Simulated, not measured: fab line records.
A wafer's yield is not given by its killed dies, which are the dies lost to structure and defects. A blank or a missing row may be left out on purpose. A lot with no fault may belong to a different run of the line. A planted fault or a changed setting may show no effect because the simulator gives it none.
What tool caused it? :: flow berkeley cmos170 :: Sampling: 14 lots, 42 wafers, 2 of 331 route steps

## WHAT THE GAUGES SHOWED, per wafer
UCB170_NWELL_THK_MEAS_05. Usual: NWELL_NITRIDE_THK 214.2 nm, standard deviation 1.6.
lot: L860
measured: day 2 08:37
on: film metro-04
NWELL_NITRIDE_THK (nm): 217.9 215.8 216.3
flag: 

lot: L861
measured: day 2 14:25
on: film metro-01
NWELL_NITRIDE_THK (nm): 212.4 212.1 213.6
flag: 

lot: L862
measured: day 2 18:05
on: film metro-04
NWELL_NITRIDE_THK (nm): 212.8 213.3 212.0
flag: 

lot: L863
measured: day 3 02:07
on: film metro-03
NWELL_NITRIDE_THK (nm): 214.0 214.7 215.2
flag: 

lot: L864
measured: day 3 02:07
on: film metro-04
NWELL_NITRIDE_THK (nm): 216.9 216.2 215.9
flag: 

lot: L865
measured: day 3 17:03
on: film metro-04
NWELL_NITRIDE_THK (nm): 209.4 212.3 211.8
flag: 

lot: L866
measured: day 3 17:06
on: film metro-04
NWELL_NITRIDE_THK (nm): 215.9 214.4 212.9
flag: 

lot: L868
measured: day 4 15:54
on: film metro-01
NWELL_NITRIDE_THK (nm): 213.4 211.9 212.2
flag: 

lot: L869
measured: day 4 15:54
on: film metro-03
NWELL_NITRIDE_THK (nm): 213.6 216.1 214.3
flag: 

lot: L871
measured: day 4 23:10
on: film metro-03
NWELL_NITRIDE_THK (nm): 216.0 216.6 214.3
flag: 

lot: L873
measured: day 4 23:09
on: film metro-01
NWELL_NITRIDE_THK (nm): 213.4 214.2 212.3
flag: 

lot: L874
measured: day 5 12:05
on: film metro-04
NWELL_NITRIDE_THK (nm): 319.1 317.2 316.6
flag: OFF

lot: L875
measured: day 5 12:05
on: film metro-01
NWELL_NITRIDE_THK (nm): 317.3 317.0 318.1
flag: OFF

lot: L883
measured: day 6 22:01
on: film metro-04
NWELL_NITRIDE_THK (nm): 214.2 212.3 213.5
flag: 

## TOOL THAT RAN EACH LOT (tool first, then ch and the chambers of the sampled wafers, then the start)
lot: L860
UCB170_NWELL_CVD_04: lpcvd-01 ch 1, day 2 06:41

lot: L861
UCB170_NWELL_CVD_04: lpcvd-02 ch 1, day 2 12:29

lot: L862
UCB170_NWELL_CVD_04: lpcvd-01 ch 1, day 2 16:09

lot: L863
UCB170_NWELL_CVD_04: lpcvd-01 ch 0, day 3 00:11

lot: L864
UCB170_NWELL_CVD_04: lpcvd-01 ch 1, day 3 00:11

lot: L865
UCB170_NWELL_CVD_04: lpcvd-01 ch 0, day 3 14:08

lot: L866
UCB170_NWELL_CVD_04: lpcvd-01 ch 0, day 3 14:08

lot: L868
UCB170_NWELL_CVD_04: lpcvd-01 ch 1, day 4 13:58

lot: L869
UCB170_NWELL_CVD_04: lpcvd-01 ch 1, day 4 13:58

lot: L871
UCB170_NWELL_CVD_04: lpcvd-02 ch 1, day 4 21:13

lot: L873
UCB170_NWELL_CVD_04: lpcvd-02 ch 0, day 4 21:13

lot: L874
UCB170_NWELL_CVD_04: lpcvd-02 ch 0, day 5 10:09

lot: L875
UCB170_NWELL_CVD_04: lpcvd-02 ch 1, day 5 10:09

lot: L883
UCB170_NWELL_CVD_04: lpcvd-01 ch 1, day 6 20:05
- UCB170_NWELL_CVD_04: deposits Si3N4 from SiH2Cl2/NH3, target thk 224 nm, time 3212 s.

## AS READ BY THE TOOLS THEMSELVES (means over the sampled wafers that have a number; for cases with no such wafer, the mark the record gives instead)
The record holds no such reading with a usual standard deviation.

## THE ANSWER, worked out from the rows above alone
Rule: take the mean of a lot's wafers that have a number; if it is more than 3 standard deviations from the usual mean, the lot is off. Also off: a lot with no number at a reading for which 4 or more lots have one. All remaining lots with rows at the step are treated as sound. First the gauges in route order, then the tools' own readings, where a lot's mean is used as printed above. At the first step where some lot is off, the reading lying furthest off is the one used; lots without a number count as furthest.
Off: at UCB170_NWELL_THK_MEAS_05 (NWELL_NITRIDE_THK), L874, L875.
If a tool, at a process step before that reading, ran all the lots that are off and no sound lot after the first of them, it fits. Those tools and the gauges at UCB170_NWELL_THK_MEAS_05 are tried in the same way. One candidate fits, namely lpcvd-02 at UCB170_NWELL_CVD_04. A fault onset in the window from L871 (day 4 21:13, its last sound lot) to L874 (day 5 10:09, its first lot off) fits.

## WHAT THE SIMULATOR PUT IN
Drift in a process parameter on lpcvd-02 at UCB170_NWELL_CVD_04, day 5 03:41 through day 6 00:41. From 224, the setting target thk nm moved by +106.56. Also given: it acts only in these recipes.
Lots struck among those shown: L875, L874. Same finding as the rule above.
